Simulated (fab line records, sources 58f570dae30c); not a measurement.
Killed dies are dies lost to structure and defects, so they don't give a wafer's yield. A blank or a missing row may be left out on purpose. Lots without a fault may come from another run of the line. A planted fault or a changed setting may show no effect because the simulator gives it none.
Which tool did it? | flow berkeley_cmos170 | 15 lots, 45 wafers sampled, at 4 steps of a route of 331

WHAT THE GAUGES READ, wafer by wafer
UCB170_SDANNEAL_RS_MEAS_05: measures by four-point-probe.
lot  | measured     | on            | NLDD_RS (ohm/sq)
L856 | day 9 04:56  | film_metro-03 | 615.7 615.5 614.2
L858 | day 9 19:19  | film_metro-04 | 617.0 615.8 617.4
L861 | day 10 15:00 | film_metro-03 | 617.9 616.8 615.5
L860 | day 10 15:03 | film_metro-01 | 615.7 615.9 615.6
L862 | day 10 15:30 | film_metro-04 | 617.9 616.2 617.1
L859 | day 10 15:58 | film_metro-03 | 616.9 614.3 616.9
L864 | day 11 06:02 | film_metro-03 | 616.7 618.8 617.5
L870 | day 11 17:16 | film_metro-04 | 617.0 618.2 618.3
L869 | day 11 18:28 | film_metro-01 | 616.5 617.0 618.5
L872 | day 12 03:30 | film_metro-04 | 618.1 619.4 620.3
L873 | day 12 03:46 | film_metro-03 | 614.4 615.1 612.5
L871 | day 12 03:57 | film_metro-01 | 617.2 617.4 616.4
L876 | day 12 23:51 | film_metro-04 | 616.5 616.7 617.7
L877 | day 13 09:37 | film_metro-03 | 617.4 614.5 615.1
L878 | day 13 12:52 | film_metro-01 | 615.8 617.1 616.2

UCB170_V2_OVL_MEAS_13.
lot  | measured     | on         | V2_OVL (nm)
L856 | day 9 20:23  | overlay-01 | -1 -4 3
L858 | day 10 16:56 | overlay-01 | -4 -6 -10
L861 | day 11 09:41 | overlay-02 | -6 -3 -2
L860 | day 11 11:03 | overlay-02 | -2 -6 -3
L862 | day 11 17:51 | overlay-02 | 7 10 4
L859 | day 11 17:56 | overlay-01 | -2 0 0
L864 | day 12 05:05 | overlay-02 | 9 0 1
L870 | day 12 17:56 | overlay-02 | -1 -1 -1
L869 | day 12 23:58 | overlay-01 | -9 -4 -1
L872 | day 13 00:37 | overlay-02 | 0 -3 -2
L873 | day 13 01:47 | overlay-01 | 1 -3 -1
L871 | day 13 02:58 | overlay-02 | -2 3 -4
L876 | day 13 22:10 | overlay-02 | 14 14 14
L877 | day 14 03:13 | overlay-01 | -1 -2 -3
L878 | day 14 07:26 | overlay-02 | 1 0 -3

UCB170_M3_BOW_MEAS_20.
lot  | measured     | on            | M3_BOW (um)
L856 | day 10 02:44 | film_metro-03 | 28 26 24
L858 | day 10 22:28 | film_metro-03 | 49 45 24
L861 | day 11 15:40 | film_metro-03 | 39 42 32
L860 | day 11 16:58 | film_metro-03 | 31 37 30
L862 | day 11 22:25 | film_metro-03 | 25 40 35
L859 | day 11 22:52 | film_metro-01 | 37 32 30
L864 | day 12 09:23 | film_metro-04 | 29 33 26
L870 | day 12 22:40 | film_metro-01 | 37 39 27
L869 | day 13 06:07 | film_metro-01 | 42 54 52
L872 | day 13 06:55 | film_metro-01 | 44 40 46
L873 | day 13 07:29 | film_metro-04 | 36 48 38
L871 | day 13 09:05 | film_metro-04 | 39 38 41
L876 | day 14 01:37 | film_metro-04 | 29 36 39
L877 | day 14 07:02 | film_metro-04 | 28 31 41
L878 | day 14 10:56 | film_metro-04 | 45 17 35

WHICH TOOL RAN EACH LOT (tool, then ch and the chambers of the sampled wafers, then the start)
lot  | UCB170_M3_DEVELOP_14
L856 | litho_track-01 ch 0, day 10 02:00
L858 | litho_track-01 ch 0, day 10 21:00
L861 | litho_track-03 ch 0, day 11 14:00
L860 | litho_track-03 ch 0, day 11 16:00
L862 | litho_track-01, day 11 21:00
L859 | litho_track-03, day 11 22:00
L864 | litho_track-03, day 12 08:00
L870 | litho_track-03 ch 0, day 12 21:00
L869 | litho_track-04 ch 0, day 13 05:00
L872 | litho_track-01 ch 0, day 13 06:00
L873 | litho_track-01 ch 0, day 13 06:00
L871 | litho_track-01 ch 0, day 13 08:00
L876 | litho_track-03 ch 0, day 14 00:00
L877 | litho_track-03 ch 0, day 14 05:00
L878 | litho_track-03 ch 0, day 14 09:00
- UCB170_M3_DEVELOP_14: develop time 45 s.

WHAT THE TOOLS THEMSELVES READ (means of the sampled wafers that have a number; where no wafer has one, the mark that the record gives instead)
UCB170_M3_DEVELOP_14.
lot  | tool           | chill_plate_temp_C (C)
L856 | litho_track-01 | 23.12
L858 | litho_track-01 | 23.01
L861 | litho_track-03 | 23.08
L860 | litho_track-03 | 22.92
L862 | litho_track-01 | -
L859 | litho_track-03 | -
L864 | litho_track-03 | -
L870 | litho_track-03 | 23.10
L869 | litho_track-04 | 23.01
L872 | litho_track-01 | 23.09
L873 | litho_track-01 | 23.01
L871 | litho_track-01 | 22.98
L876 | litho_track-03 | 23.20
L877 | litho_track-03 | 23.01
L878 | litho_track-03 | 23.24

THE ANSWER, worked out from the rows above alone
Rule: what is usual is taken from the lots themselves. Put in order of their means at a reading, lots are off if they are a third of the lots or fewer, leave a main group of 4 or more, and stand apart from it by a gap of 3 or more times the standard deviation of the main group's means; of several such gaps the widest counts. A main group whose means are all the same, to the digits that the tables above print for the reading, isn't used. A lot without any number at a reading at which 4 lots or more have one is off too. The other lots that the step has rows for count as sound. The gauges are gone through in route order, then the tools' own readings, and for those a lot's mean is taken as printed above. The first step at which some lot is off is used, and at that step the reading that is off furthest; a lot without a number counts as furthest.
Off: L862, L859, L864, at UCB170_M3_DEVELOP_14 (chill_plate_temp_C). Without a number there: L862, L859, L864. The main group: mean 23.06 C, standard deviation 0.089.
A tool fits if, at that step or a process step before it, it ran every lot that is off, and no sound lot after the first of them. None of those tried fits.

WHAT THE SIMULATOR HAD PUT IN
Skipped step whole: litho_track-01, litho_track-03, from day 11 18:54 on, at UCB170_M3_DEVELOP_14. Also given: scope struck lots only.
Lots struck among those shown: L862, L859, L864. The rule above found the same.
